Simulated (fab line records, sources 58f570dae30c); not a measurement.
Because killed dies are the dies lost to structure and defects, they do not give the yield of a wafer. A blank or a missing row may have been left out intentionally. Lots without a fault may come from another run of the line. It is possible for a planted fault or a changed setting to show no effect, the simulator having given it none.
Which tool did it? + flow berkeley-cmos170 + 15 lots, 45 wafers sampled, at 5 steps of a route of 331

== WHAT EACH GAUGE READ, for each wafer ==
UCB170_M1_CD_MEAS_09: target cd 700 nm. Usual: cd-nm reads 699.8 nm (standard deviation 1.3).
| lot  | measured     | on        | cd-nm (nm)        | flag |
|------|--------------|-----------|-------------------|------|
| L496 | day 8 11:22  | cd-sem-02 | 699.9 700.1 699.8 |      |
| L499 | day 8 11:53  | cd-sem-01 | 698.6 697.1 699.0 |      |
| L497 | day 8 12:05  | cd-sem-01 | 700.4 701.1 700.6 |      |
| L500 | day 9 05:39  | cd-sem-02 | 697.6 697.3 697.4 |      |
| L502 | day 10 02:16 | cd-sem-01 | 697.9 700.6 698.4 |      |
| L504 | day 10 03:16 | cd-sem-01 | 698.5 699.7 700.8 |      |
| L503 | day 10 03:32 | cd-sem-02 | 700.6 700.7 700.2 |      |
| L505 | day 11 11:44 | cd-sem-01 | 699.0 698.9 699.3 |      |
| L512 | day 12 00:32 | cd-sem-01 | 701.1 700.4 699.1 |      |
| L511 | day 12 00:47 | cd-sem-02 | 699.1 699.1 698.9 |      |
| L514 | day 12 06:25 | cd-sem-01 | 698.0 699.1 698.1 |      |
| L517 | day 13 01:59 | cd-sem-01 | 699.8 700.2 700.5 |      |
| L518 | day 13 02:24 | cd-sem-01 | 697.2 698.6 698.1 |      |
| L515 | day 13 02:58 | cd-sem-01 | 698.9 699.6 699.4 |      |
| L519 | day 13 10:50 | cd-sem-02 | 698.8 700.7 699.9 |      |

UCB170_M1_CD_MEAS_90: target cd 700 nm. Usual: cd-nm reads 700.4 nm (standard deviation 1.9).
| lot  | measured     | on        | cd-nm (nm)        | flag |
|------|--------------|-----------|-------------------|------|
| L496 | day 8 11:49  | cd-sem-02 | 700.2 699.0 700.6 |      |
| L499 | day 8 12:19  | cd-sem-02 | 698.2 697.0 698.2 |      |
| L497 | day 8 12:31  | cd-sem-01 | 700.9 700.8 700.6 |      |
| L500 | day 9 06:05  | cd-sem-02 | - - -             | OFF  |
| L502 | day 10 02:42 | cd-sem-02 | - - -             | OFF  |
| L504 | day 10 03:50 | cd-sem-01 | - - -             | OFF  |
| L503 | day 10 03:58 | cd-sem-02 | 701.5 701.3 701.0 |      |
| L505 | day 11 12:10 | cd-sem-01 | 698.1 698.4 698.8 |      |
| L512 | day 12 00:58 | cd-sem-02 | 701.8 700.6 696.1 |      |
| L511 | day 12 01:13 | cd-sem-01 | 696.8 699.3 697.9 |      |
| L514 | day 12 06:51 | cd-sem-01 | 700.4 700.1 699.2 |      |
| L517 | day 13 02:25 | cd-sem-02 | 701.2 700.4 700.1 |      |
| L518 | day 13 02:50 | cd-sem-02 | 698.9 698.5 698.4 |      |
| L515 | day 13 03:24 | cd-sem-02 | 698.9 701.8 698.9 |      |
| L519 | day 13 11:16 | cd-sem-01 | 700.2 702.9 701.5 |      |

UCB170_V1_BOW_MEAS_03. Usual: V1_BOW 19 um, standard deviation 7.
| lot  | measured     | on            | V1_BOW (um) | flag |
|------|--------------|---------------|-------------|------|
| L496 | day 8 13:46  | film-metro-04 | 7 19 12     |      |
| L499 | day 8 15:08  | film-metro-02 | 25 14 17    |      |
| L497 | day 8 15:23  | film-metro-04 | 23 22 25    |      |
| L503 | day 10 06:03 | film-metro-01 | 25 11 22    |      |
| L505 | day 11 14:08 | film-metro-01 | 17 30 22    |      |
| L512 | day 12 02:56 | film-metro-02 | 16 20 11    |      |
| L511 | day 12 04:18 | film-metro-04 | 18 7 11     |      |
| L514 | day 12 08:49 | film-metro-04 | 22 17 11    |      |
| L517 | day 13 04:23 | film-metro-01 | 18 15 15    |      |
| L518 | day 13 05:46 | film-metro-01 | 26 2 25     |      |
| L515 | day 13 05:48 | film-metro-02 | 22 16 27    |      |
| L519 | day 13 13:14 | film-metro-04 | 16 11 19    |      |

UCB170_V1_CD_MEAS_12: target cd 700 nm. Usual: cd-nm reads 700.4 nm (standard deviation 1.5).
| lot  | measured     | on        | cd-nm (nm)        | flag |
|------|--------------|-----------|-------------------|------|
| L496 | day 8 15:10  | cd-sem-01 | 698.7 700.3 698.4 |      |
| L499 | day 8 16:41  | cd-sem-01 | 700.3 700.2 702.0 |      |
| L497 | day 8 16:55  | cd-sem-01 | 700.0 700.9 700.2 |      |
| L503 | day 10 08:28 | cd-sem-02 | 700.3 697.6 698.7 |      |
| L505 | day 11 18:12 | cd-sem-01 | 699.7 700.8 701.3 |      |
| L512 | day 12 05:25 | cd-sem-02 | 701.6 702.7 702.5 |      |
| L511 | day 12 06:13 | cd-sem-01 | 698.3 697.8 698.1 |      |
| L514 | day 12 11:23 | cd-sem-02 | 701.6 701.0 701.7 |      |
| L517 | day 13 05:49 | cd-sem-02 | 699.6 700.0 699.9 |      |
| L518 | day 13 07:22 | cd-sem-02 | 700.3 699.9 700.7 |      |
| L515 | day 13 07:50 | cd-sem-02 | 698.7 698.0 698.0 |      |
| L519 | day 13 14:55 | cd-sem-02 | 698.9 699.6 699.4 |      |

== TOOL THAT RAN EACH LOT (tool first, then ch and the chambers of the sampled wafers, then the start) ==
| lot  | UCB170_M1_METAL_ETCH_12           |
|------|-----------------------------------|
| L496 | rie-metal-02 ch 0,1, day 8 11:33  |
| L499 | rie-metal-04 ch 0,1, day 8 12:05  |
| L497 | rie-metal-02 ch 0,1, day 8 12:17  |
| L500 | rie-metal-02 ch 0,1, day 9 05:51  |
| L502 | rie-metal-04 ch 0,1, day 10 02:27 |
| L504 | rie-metal-03 ch 1, day 10 03:30   |
| L503 | rie-metal-02 ch 0,1, day 10 03:43 |
| L505 | rie-metal-04 ch 0,1, day 11 11:56 |
| L512 | rie-metal-02 ch 0,1, day 12 00:44 |
| L511 | rie-metal-03 ch 0,1, day 12 00:59 |
| L514 | rie-metal-03 ch 0,1, day 12 06:37 |
| L517 | rie-metal-04 ch 0,1, day 13 02:11 |
| L518 | rie-metal-03 ch 0,1, day 13 02:36 |
| L515 | rie-metal-04 ch 0,1, day 13 03:09 |
| L519 | rie-metal-03 ch 0,1, day 13 11:02 |
- UCB170_M1_METAL_ETCH_12: etches Al in Cl2/BCl3, stops on PSG, target depth 780 nm, time 130 s.

== AS READ BY THE TOOLS THEMSELVES (means over the sampled wafers that have a number; for cases with no such wafer, the mark the record gives instead) ==
UCB170_M1_METAL_ETCH_12. Usual: bcl3-flow-sccm 44.99 sccm, standard deviation 0.14; bias-w 120.0 W, standard deviation 0.36; drypump-motor-current-A 5.6 A, standard deviation 0.35; oes-product-au 0.852 a.u., standard deviation 0.013; throttle-valve-pct 24.26 %, standard deviation 0.17.
| lot  | tool         | bcl3-flow-sccm (sccm) | bias-w (W) | drypump-motor-current-A (A) | oes-product-au (a.u.) | throttle-valve-pct (%) | flag |
|------|--------------|-----------------------|------------|-----------------------------|-----------------------|------------------------|------|
| L496 | rie-metal-02 | 45.01                 | 120.4      | 5.2                         | 0.865                 | 24.29                  |      |
| L499 | rie-metal-04 | 45.07                 | 120.3      | 5.8                         | 0.849                 | 24.20                  |      |
| L497 | rie-metal-02 | 45.04                 | 119.8      | 5.2                         | 0.861                 | 24.29                  |      |
| L500 | rie-metal-02 | -                     | -          | -                           | -                     | -                      | OFF  |
| L502 | rie-metal-04 | -                     | -          | -                           | -                     | -                      | OFF  |
| L504 | rie-metal-03 | -                     | -          | -                           | -                     | -                      | OFF  |
| L503 | rie-metal-02 | 45.03                 | 120.0      | 5.1                         | 0.867                 | 24.29                  |      |
| L505 | rie-metal-04 | 45.10                 | 119.5      | 5.7                         | 0.863                 | 24.17                  |      |
| L512 | rie-metal-02 | 44.89                 | 119.7      | 5.3                         | 0.865                 | 24.33                  |      |
| L511 | rie-metal-03 | 45.20                 | 119.7      | 5.6                         | 0.845                 | 24.13                  |      |
| L514 | rie-metal-03 | 44.93                 | 119.9      | 5.9                         | 0.834                 | 24.32                  |      |
| L517 | rie-metal-04 | 45.01                 | 120.3      | 5.8                         | 0.845                 | 24.21                  |      |
| L518 | rie-metal-03 | 45.00                 | 119.9      | 5.9                         | 0.833                 | 24.32                  |      |
| L515 | rie-metal-04 | 45.02                 | 120.1      | 5.8                         | 0.847                 | 24.19                  |      |
| L519 | rie-metal-03 | 44.79                 | 119.7      | 5.7                         | 0.838                 | 24.13                  |      |

== THE ANSWER, worked out from the rows above alone ==
Rule: take the mean of a lot's wafers that have a number; if it is more than 3 standard deviations from the usual mean, the lot is off. A lot without any number at a reading at which 4 lots or more have one is off too. The other lots that the step has rows for count as sound. The gauges are gone through in route order, then the tools' own readings, and for those a lot's mean is taken as printed above. The first step at which some lot is off is used, and at that step the reading that is off furthest; a lot without a number counts as furthest.
Off at UCB170_M1_CD_MEAS_90 (cd-nm): L500, L502, L504. Without a number there: L500, L502, L504.
If a tool, at a process step before that reading, ran all the lots that are off and no sound lot after the first of them, it fits. The gauges at UCB170_M1_CD_MEAS_90 aren't tried: what is off there is off at UCB170_M1_METAL_ETCH_12 too, on other tools, and a gauge's error can't cause that. Of those tried, none fits.

== WHAT HAD BEEN PUT IN BY THE SIMULATOR ==
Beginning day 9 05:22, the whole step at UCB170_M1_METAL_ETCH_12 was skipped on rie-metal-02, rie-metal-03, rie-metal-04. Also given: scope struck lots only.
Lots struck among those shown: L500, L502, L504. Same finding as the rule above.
